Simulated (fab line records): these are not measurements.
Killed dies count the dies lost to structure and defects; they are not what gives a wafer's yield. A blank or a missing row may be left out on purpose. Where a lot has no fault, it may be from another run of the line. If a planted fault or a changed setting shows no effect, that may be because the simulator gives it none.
What tool caused it? -- flow berkeley_cmos170 -- Sampling: 14 lots, 42 wafers, 5 of 331 route steps

## WHAT THE GAUGES SHOWED, per wafer
UCB170_M2_CD_MEAS_15: target cd 700 nm. Usual: cd_nm at 700.2 nm, with a standard deviation of 1.4.
lot,measured,on,cd_nm (nm),flag
L839,day 7 07:20,cd_sem-01,700.7 700.8 700.2,
L843,day 8 07:08,cd_sem-01,702.2 701.9 702.5,
L846,day 8 07:27,cd_sem-01,699.6 698.3 698.5,
L845,day 8 07:41,cd_sem-02,697.2 697.4 696.9,
L844,day 8 07:59,cd_sem-02,699.4 698.0 699.1,
L847,day 9 02:34,cd_sem-01,701.8 701.5 700.1,
L848,day 9 06:45,cd_sem-01,701.2 702.9 702.2,
L849,day 9 19:22,cd_sem-01,698.5 699.1 698.2,
L850,day 9 20:39,cd_sem-02,698.4 698.8 698.3,
L851,day 10 05:13,cd_sem-02,700.2 701.2 701.5,
L852,day 10 05:55,cd_sem-02,702.4 702.2 700.1,
L853,day 10 17:16,cd_sem-02,700.3 700.9 702.3,
L855,day 11 04:48,cd_sem-02,701.0 700.4 698.7,
L859,day 11 14:14,cd_sem-02,699.8 699.8 700.8,

UCB170_M2_OVL_MEAS_16. Usual: M2_OVL 1 nm, standard deviation 7.2.
lot,measured,on,M2_OVL (nm),flag
L839,day 7 07:26,overlay-02,3 19 2,
L843,day 8 07:15,overlay-02,-2 11 -2,
L846,day 8 07:32,overlay-02,-9 -4 0,
L845,day 8 07:48,overlay-02,-13 -8 -13,
L844,day 8 08:07,overlay-01,8 -3 -7,
L847,day 9 02:41,overlay-02,13 11 -8,
L848,day 9 06:50,overlay-02,-6 -5 1,
L849,day 9 19:28,overlay-02,-8 -4 2,
L850,day 9 20:46,overlay-02,11 12 20,
L851,day 10 05:19,overlay-01,-1 -10 2,
L852,day 10 06:01,overlay-02,-2 -10 -5,
L853,day 10 17:23,overlay-02,3 4 5,
L855,day 11 04:55,overlay-02,-5 -1 2,
L859,day 11 14:20,overlay-02,7 7 7,

UCB170_V2_THK_MEAS_04. Usual: V2_POLISHED_THK 999.9 nm, standard deviation 1.1.
lot,measured,on,V2_POLISHED_THK (nm),flag
L839,day 7 08:37,film_metro-04,1000.1 999.6 999.5,
L843,day 8 08:23,film_metro-01,1000.5 999.3 999.0,
L846,day 8 08:40,film_metro-02,999.3 999.9 999.4,
L845,day 8 08:55,film_metro-01,999.2 999.8 1000.0,
L844,day 8 09:14,film_metro-02,999.3 999.5 999.8,
L847,day 9 03:48,film_metro-04,1000.5 1001.6 1000.2,
L848,day 9 07:58,film_metro-02,998.8 999.1 1000.7,
L849,day 9 20:37,film_metro-02,999.5 1001.1 998.2,
L850,day 9 22:01,film_metro-02,1075.9 1075.2 1075.3,OFF
L851,day 10 06:27,film_metro-01,999.6 998.6 998.4,
L852,day 10 07:11,film_metro-02,1076.0 1075.7 1074.4,OFF
L853,day 10 18:31,film_metro-02,999.7 999.2 1001.5,
L855,day 11 06:02,film_metro-02,999.9 1000.5 999.2,
L859,day 11 15:28,film_metro-04,998.3 1000.6 1000.2,

## EACH LOT AND THE TOOL THAT RAN IT (in order: tool; ch and the chambers of the sampled wafers; start)
lot,UCB170_M2_METAL_ETCH_18,UCB170_V2_CMP_02
L839,"rie_metal-02 ch 0,1, day 7 07:31","cmp-02 ch 0,1,3, day 7 08:17"
L843,"rie_metal-02 ch 0,1, day 8 07:20","cmp-02 ch 0,1,3, day 8 08:01"
L846,"rie_metal-03 ch 0,1, day 8 07:40","cmp-01 ch 0,2,3, day 8 08:20"
L845,"rie_metal-04 ch 0,1, day 8 07:53","cmp-02 ch 1,2,3, day 8 08:30"
L844,"rie_metal-02 ch 0,1, day 8 08:11","cmp-01 ch 0,1,2, day 8 08:49"
L847,"rie_metal-03 ch 0,1, day 9 02:45","cmp-02 ch 1,2,3, day 9 03:26"
L848,"rie_metal-04 ch 0,1, day 9 06:57","cmp-01 ch 1,2,3, day 9 07:37"
L849,"rie_metal-03 ch 0,1, day 9 19:32","cmp-02 ch 0,1,3, day 9 20:17"
L850,"rie_metal-02 ch 0,1, day 9 20:51","cmp-02 ch 0,1,2, day 9 21:36"
L851,"rie_metal-03 ch 0,1, day 10 05:24","cmp-01 ch 1,2, day 10 06:04"
L852,"rie_metal-02 ch 0,1, day 10 06:05","cmp-02 ch 0,2,3, day 10 06:52"
L853,"rie_metal-04 ch 0,1, day 10 17:28","cmp-01 ch 1,2,3, day 10 18:05"
L855,"rie_metal-04 ch 0,1, day 11 05:00","cmp-01 ch 0,1, day 11 05:40"
L859,"rie_metal-04 ch 0,1, day 11 14:25","cmp-01 ch 1,2,3, day 11 15:08"
- UCB170_M2_METAL_ETCH_18: etches Al in Cl2/BCl3, stops on SiO2, target depth 1170 nm, time 195 s.
- UCB170_V2_CMP_02: polishes SiO2.

## AS READ BY THE TOOLS THEMSELVES (means over the sampled wafers that have a number; for cases with no such wafer, the mark the record gives instead)
UCB170_M2_METAL_ETCH_18. Usual: bias_w 120.0 W, standard deviation 0.35; drypump_motor_current_A 5.62 A, standard deviation 0.28; oes_product_au 0.849 a.u., standard deviation 0.013; throttle_valve_pct 24.41 %, standard deviation 0.12.
lot,tool,bias_w (W),drypump_motor_current_A (A),oes_product_au (a.u.),throttle_valve_pct (%),flag
L839,rie_metal-02,119.8,5.65,0.856,24.57,
L843,rie_metal-02,120.1,5.65,0.855,24.51,
L846,rie_metal-03,120.6,5.69,0.869,24.36,
L845,rie_metal-04,120.2,5.37,0.835,24.31,
L844,rie_metal-02,120.1,5.66,0.854,24.58,
L847,rie_metal-03,120.0,5.69,0.849,24.36,
L848,rie_metal-04,120.4,5.37,0.831,24.32,
L849,rie_metal-03,119.8,5.71,0.849,24.37,
L850,rie_metal-02,119.8,5.63,0.857,24.51,
L851,rie_metal-03,120.0,5.71,0.858,24.33,
L852,rie_metal-02,119.9,5.67,0.859,24.58,
L853,rie_metal-04,120.0,5.37,0.834,24.31,
L855,rie_metal-04,119.9,5.68,0.840,24.38,
L859,rie_metal-04,119.4,5.66,0.842,24.38,

UCB170_V2_CMP_02. Usual: edge_zone_pressure_frac 1.000, standard deviation 0.0058; head_pressure_psi 6.002 psi, standard deviation 0.013; motor_current_A 15.1 A, standard deviation 1.3.
lot,tool,edge_zone_pressure_frac,head_pressure_psi (psi),motor_current_A (A),flag
L839,cmp-02,0.996,6.000,13.9,
L843,cmp-02,1.002,6.019,14.5,
L846,cmp-01,1.000,5.999,14.4,
L845,cmp-02,1.006,5.986,15.1,
L844,cmp-01,0.999,6.003,16.1,
L847,cmp-02,1.001,6.002,15.4,
L848,cmp-01,1.002,6.005,15.8,
L849,cmp-02,1.006,6.003,14.1,
L850,cmp-02,0.997,6.002,14.5,
L851,cmp-01,1.001,5.993,16.0,
L852,cmp-02,1.001,6.000,14.5,
L853,cmp-01,0.995,6.001,16.1,
L855,cmp-01,1.004,6.000,16.5,
L859,cmp-01,0.996,5.997,15.1,

## THE ANSWER, worked out from the rows above alone
Rule: take the mean of a lot's wafers that have a number; if it is more than 3 standard deviations from the usual mean, the lot is off. A lot without any number at a reading at which 4 lots or more have one is off too. The other lots that the step has rows for count as sound. After the gauges, taken in route order, come the tools' own readings; for these a lot's mean is taken, as printed above. At the first step where some lot is off, the reading lying furthest off is the one used; lots without a number count as furthest.
Off: L850, L852, at UCB170_V2_THK_MEAS_04 (V2_POLISHED_THK).
A tool fits if, at a process step before that reading, it ran every lot that is off, and no sound lot after the first of them. Those tools and the gauges at UCB170_V2_THK_MEAS_04 are tried in the same way. Undecided on this evidence; 2 tools fit (rie_metal-02 at UCB170_M2_METAL_ETCH_18, cmp-02 at UCB170_V2_CMP_02).

## WHAT THE SIMULATOR PUT IN
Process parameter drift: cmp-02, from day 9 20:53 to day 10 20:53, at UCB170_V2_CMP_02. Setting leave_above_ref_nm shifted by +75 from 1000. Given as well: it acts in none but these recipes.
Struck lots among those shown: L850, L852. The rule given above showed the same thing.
